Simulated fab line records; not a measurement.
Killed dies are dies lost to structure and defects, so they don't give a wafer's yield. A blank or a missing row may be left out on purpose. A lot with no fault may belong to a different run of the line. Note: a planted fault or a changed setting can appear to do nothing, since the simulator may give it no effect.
Which of the tools did it?    flow berkeley-cmos170    Sampling: 14 lots, 42 wafers, 4 of 331 route steps

WHAT THE GAUGES SHOWED, per wafer
UCB170_ACTIVE_CD_MEAS_90: the cd target is 1200 nm. Usual: cd-nm reads 1200.1 nm (standard deviation 1.4).
lot   measured     on         cd-nm (nm)            flag
L656  day 4 03:42  cd-sem-01  1197.3 1195.9 1197.6  
L657  day 4 12:52  cd-sem-02  1201.1 1200.6 1202.0  
L659  day 5 00:18  cd-sem-01  1201.4 1200.7 1201.4  
L660  day 5 05:03  cd-sem-01  1200.4 1200.3 1199.7  
L661  day 5 16:41  cd-sem-01  1200.1 1199.7 1198.6  
L663  day 6 00:00  cd-sem-01  1198.9 1199.5 1200.1  
L664  day 6 05:53  cd-sem-02  1202.8 1201.8 1202.1  
L668  day 6 23:53  cd-sem-01  1201.5 1200.6 1201.3  
L670  day 7 09:01  cd-sem-01  1200.8 1200.3 1200.5  
L673  day 8 05:03  cd-sem-02  1199.0 1199.7 1200.3  
L675  day 8 13:01  cd-sem-02  1197.6 1198.4 1198.8  
L677  day 8 19:53  cd-sem-01  1202.4 1201.2 1200.8  
L678  day 8 20:17  cd-sem-02  1199.9 1199.4 1199.7  
L679  day 9 09:09  cd-sem-02  1200.6 1200.5 1202.2  

UCB170_M3_CD_MEAS_15: the cd target is 700 nm. Usual: cd-nm reads 700.0 nm (standard deviation 1.4).
lot   measured      on         cd-nm (nm)         flag
L656  day 7 17:38   cd-sem-01  699.3 700.5 699.9  
L657  day 8 11:06   cd-sem-01  697.9 698.4 698.2  
L659  day 8 14:35   cd-sem-01  699.9 700.9 700.6  
L660  day 8 21:53   cd-sem-01  700.7 700.8 699.8  
L661  day 9 16:44   cd-sem-01  700.1 700.6 701.6  
L663  day 10 01:07  cd-sem-02  699.7 699.6 700.1  
L664  day 10 01:02  cd-sem-01  698.5 698.4 700.9  
L668  day 10 17:53  cd-sem-01  697.7 698.3 699.0  
L670  day 11 04:40  cd-sem-01  702.9 701.4 700.6  
L673  day 11 18:48  cd-sem-02  700.5 699.3 699.1  
L675  day 12 01:43  cd-sem-02  699.6 700.9 700.1  
L677  day 12 08:58  cd-sem-01  698.9 700.1 698.3  
L678  day 12 08:52  cd-sem-02  700.8 699.6 699.4  
L679  day 12 18:37  cd-sem-01  698.9 699.6 700.1  

EACH LOT AND THE TOOL THAT RAN IT (in order: tool; ch and the chambers of the sampled wafers; start)
lot   UCB170_NWELL_ETCH_13               UCB170_M2_STRIP_07
L656  rie-diel-03 ch 0,1,2, day 2 10:39  plasma-asher-04 ch 1, day 7 08:37
L657  rie-diel-02 ch 1,2,3, day 2 16:06  plasma-asher-04 ch 0,1, day 8 03:23
L659  rie-diel-01 ch 0,1, day 2 21:25    plasma-asher-04 ch 0,1, day 8 08:26
L660  rie-diel-03 ch 0,3, day 3 06:48    plasma-asher-04 ch 0,1, day 8 12:22
L661  rie-diel-01 ch 0,2,3, day 3 15:11  plasma-asher-03 ch 0, day 9 06:57
L663  rie-diel-02 ch 1,2,3, day 3 20:16  plasma-asher-04 ch 0,1, day 9 15:07
L664  rie-diel-02 ch 0,1,3, day 4 01:55  plasma-asher-02 ch 0,1, day 9 15:12
L668  rie-diel-03 ch 0,1, day 4 21:04    plasma-asher-03 ch 0,1, day 10 08:56
L670  rie-diel-01 ch 2,3, day 5 07:11    plasma-asher-03 ch 0,1, day 10 20:18
L673  rie-diel-01 ch 0,2,3, day 6 01:53  plasma-asher-03 ch 0,1, day 11 10:13
L675  rie-diel-01 ch 1,2,3, day 6 12:08  plasma-asher-04 ch 0,1, day 11 18:19
L677  rie-diel-01 ch 0,2,3, day 6 16:56  plasma-asher-02 ch 0,1, day 12 01:47
L678  rie-diel-03 ch 0,1,2, day 6 17:28  plasma-asher-04 ch 0,1, day 12 01:22
L679  rie-diel-01 ch 1,3, day 7 05:02    plasma-asher-02 ch 0,1, day 12 09:36
- UCB170_NWELL_ETCH_13: etches Si3N4 in CH3F/Ar/O2, stops on SiO2, target depth 246.4 nm, time 154 s.
- UCB170_M2_STRIP_07: strips in O2.

AS READ BY THE TOOLS THEMSELVES (means over the sampled wafers that have a number; for cases with no such wafer, the mark the record gives instead)
UCB170_NWELL_ETCH_13. Usual: drypump-motor-current-A 5.7 A, standard deviation 0.61; oes-product-au 0.953 a.u., standard deviation 0.016; rf-fwd-power-W 448.0 W, standard deviation 1.4; throttle-valve-pct 8.08 %, standard deviation 0.067.
lot   tool         drypump-motor-current-A (A)  oes-product-au (a.u.)  rf-fwd-power-W (W)  throttle-valve-pct (%)  flag
L656  rie-diel-03  6.3                          0.954                  446.1               8.09                    
L657  rie-diel-02  5.1                          0.951                  446.9               8.06                    
L659  rie-diel-01  5.7                          0.934                  447.8               8.17                    
L660  rie-diel-03  6.2                          0.959                  448.0               8.06                    
L661  rie-diel-01  6.1                          0.952                  448.7               8.12                    
L663  rie-diel-02  5.1                          0.955                  447.8               8.05                    
L664  rie-diel-02  5.3                          0.952                  448.2               8.04                    
L668  rie-diel-03  6.1                          0.949                  448.8               8.09                    
L670  rie-diel-01  6.0                          0.962                  447.7               8.13                    
L673  rie-diel-01  6.2                          0.952                  448.4               8.12                    
L675  rie-diel-01  6.0                          0.964                  447.9               8.17                    
L677  rie-diel-01  6.1                          0.955                  447.9               8.12                    
L678  rie-diel-03  6.3                          0.954                  449.8               8.08                    
L679  rie-diel-01  5.6                          0.963                  447.8               8.19                    

UCB170_M2_STRIP_07. Usual: drypump-motor-current-A 5.7 A, standard deviation 0.48; oes-product-au 0.735 a.u., standard deviation 0.0044; strip-time-to-endpoint-s 21.96 s, standard deviation 0.07.
lot   tool             drypump-motor-current-A (A)  oes-product-au (a.u.)  strip-time-to-endpoint-s (s)  flag
L656  plasma-asher-04  5.8                          0.734                  22.00                         
L657  plasma-asher-04  5.9                          0.732                  21.96                         
L659  plasma-asher-04  5.9                          0.735                  22.03                         
L660  plasma-asher-04  5.9                          0.732                  21.96                         
L661  plasma-asher-03  6.2                          0.733                  21.90                         
L663  plasma-asher-04  5.9                          0.734                  21.97                         
L664  plasma-asher-02  5.0                          0.731                  22.04                         
L668  plasma-asher-03  5.7                          0.735                  21.91                         
L670  plasma-asher-03  5.9                          0.735                  21.80                         
L673  plasma-asher-03  6.0                          0.733                  22.00                         
L675  plasma-asher-04  5.9                          0.738                  21.99                         
L677  plasma-asher-02  5.0                          0.733                  21.93                         
L678  plasma-asher-04  6.1                          0.732                  22.01                         
L679  plasma-asher-02  5.0                          0.733                  21.91                         

THE ANSWER, worked out from the rows above alone
Rule: lot off if the mean of its wafers having a number is beyond 3 standard deviations from the usual mean. A lot without any number at a reading at which 4 lots or more have one is off too. All remaining lots with rows at the step are treated as sound. Order of review: gauges by route order, followed by the tools' own readings, for which a lot's mean as printed above is used. The first step at which some lot is off is used, and at that step the reading that is off furthest; a lot without a number counts as furthest.
Across all readings shown, no lot is off: no conclusion can be drawn from this.

WHAT THE SIMULATOR HAD INSERTED
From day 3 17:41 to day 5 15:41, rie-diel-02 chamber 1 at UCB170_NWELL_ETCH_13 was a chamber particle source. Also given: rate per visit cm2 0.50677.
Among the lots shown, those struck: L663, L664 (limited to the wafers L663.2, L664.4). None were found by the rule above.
